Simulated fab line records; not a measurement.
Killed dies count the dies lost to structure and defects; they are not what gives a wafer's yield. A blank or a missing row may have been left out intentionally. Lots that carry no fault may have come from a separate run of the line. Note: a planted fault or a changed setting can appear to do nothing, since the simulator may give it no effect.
What tool caused it?	flow berkeley_cmos170	37 wafers from 13 lots sampled at 3 of the route's 331 steps

== WHAT THE GAUGES READ, wafer by wafer ==
UCB170_CONTACT_OVL_MEAS_16.
lot	measured	on	CONTACT_OVL (nm)
L666	day 7 17:59	overlay-01	2 -3 -3
L667	day 7 18:07	overlay-02	-2 -4 -4
L668	day 8 03:02	overlay-02	2 -3 -5
L674	day 8 18:58	overlay-01	3 2 -4
L675	day 8 19:25	overlay-02	5 -4 -6
L673	day 8 22:35	overlay-01	1 5 6
L677	day 9 07:26	overlay-01	-5 1 -2
L679	day 10 11:22	overlay-02	-9 -3 3
L682	day 10 12:09	overlay-02	3
L687	day 11 05:52	overlay-02	1 6 5
L684	day 11 07:35	overlay-01	-6 9 8
L688	day 11 14:22	overlay-01	-2 -8 -5
L689	day 11 21:27	overlay-02	6 -2 0

UCB170_V1_THK_MEAS_04.
lot	measured	on	V1_POLISHED_THK (nm)
L666	day 8 01:35	film_metro-03	1000.8 1000.0 999.4
L667	day 8 01:16	film_metro-01	999.6 1000.2 998.8
L668	day 8 11:55	film_metro-04	996.7 1000.3 997.0
L674	day 9 05:03	film_metro-01	1000.3 998.2 999.8
L675	day 9 04:46	film_metro-03	1000.6 1001.0 1001.7
L673	day 9 05:04	film_metro-04	999.6 998.6 1000.3
L677	day 9 16:41	film_metro-04	1000.3 1002.3 997.9
L679	day 10 18:55	film_metro-03	999.1 999.8 1000.1
L682	day 10 19:15	film_metro-04	1001.5
L687	day 11 14:34	film_metro-01	1001.2 1000.1 998.8
L684	day 11 14:35	film_metro-03	999.0 997.8 998.7
L688	day 11 21:28	film_metro-03	1001.1 1001.0 999.4
L689	day 12 04:32	film_metro-01	998.6 999.6 1000.7

UCB170_V2_CD_MEAS_12: target cd 700 nm.
lot	measured	on	cd_nm (nm)
L666	day 8 11:14	cd_sem-01	702.0 699.8 699.0
L667	day 8 10:13	cd_sem-02	699.3 698.2 698.4
L668	day 8 19:27	cd_sem-02	698.2 699.2 698.7
L674	day 9 13:50	cd_sem-01	698.5 699.3 700.2
L675	day 9 12:41	cd_sem-02	699.5 701.2 700.8
L673	day 9 14:29	cd_sem-02	699.5 699.2 699.9
L677	day 9 23:35	cd_sem-01	697.7 697.1 697.9
L679	day 11 03:07	cd_sem-01	700.9 700.2 700.4
L682	day 11 03:28	cd_sem-01	699.0
L687	day 11 21:44	cd_sem-02	701.9 700.9 703.5
L684	day 11 22:19	cd_sem-01	700.8 701.5 700.8
L688	day 12 04:23	cd_sem-02	700.0 700.3 698.3
L689	day 12 11:37	cd_sem-02	697.6 698.9 699.5

== WHICH TOOL RAN EACH LOT (tool, then ch and the chambers of the sampled wafers, then the start) ==
The record holds no process step before these readings.

== AS READ BY THE TOOLS THEMSELVES (means over the sampled wafers that have a number; for cases with no such wafer, the mark the record gives instead) ==
The record holds no such reading with a usual standard deviation.

== THE ANSWER, worked out from the rows above alone ==
Rule: usual is defined by the lots themselves. The widest of any qualifying gaps counts: lots, ordered by their means at a reading, are off when they make up no more than a third of the lots, leave a main group of 4 or more, and stand apart from it by 3 or more times the standard deviation of that group's means. The tables above print the reading to a certain number of digits; a main group whose means all agree to those digits is not used. Also off: a lot with no number at a reading for which 4 or more lots have one. The other lots that the step has rows for count as sound. After the gauges, taken in route order, come the tools' own readings; for these a lot's mean is taken, as printed above. The first step at which some lot is off is used, and at that step the reading that is off furthest; a lot without a number counts as furthest.
None of the lots is off at any reading shown; this tells nothing.

== WHAT THE SIMULATOR PUT IN ==
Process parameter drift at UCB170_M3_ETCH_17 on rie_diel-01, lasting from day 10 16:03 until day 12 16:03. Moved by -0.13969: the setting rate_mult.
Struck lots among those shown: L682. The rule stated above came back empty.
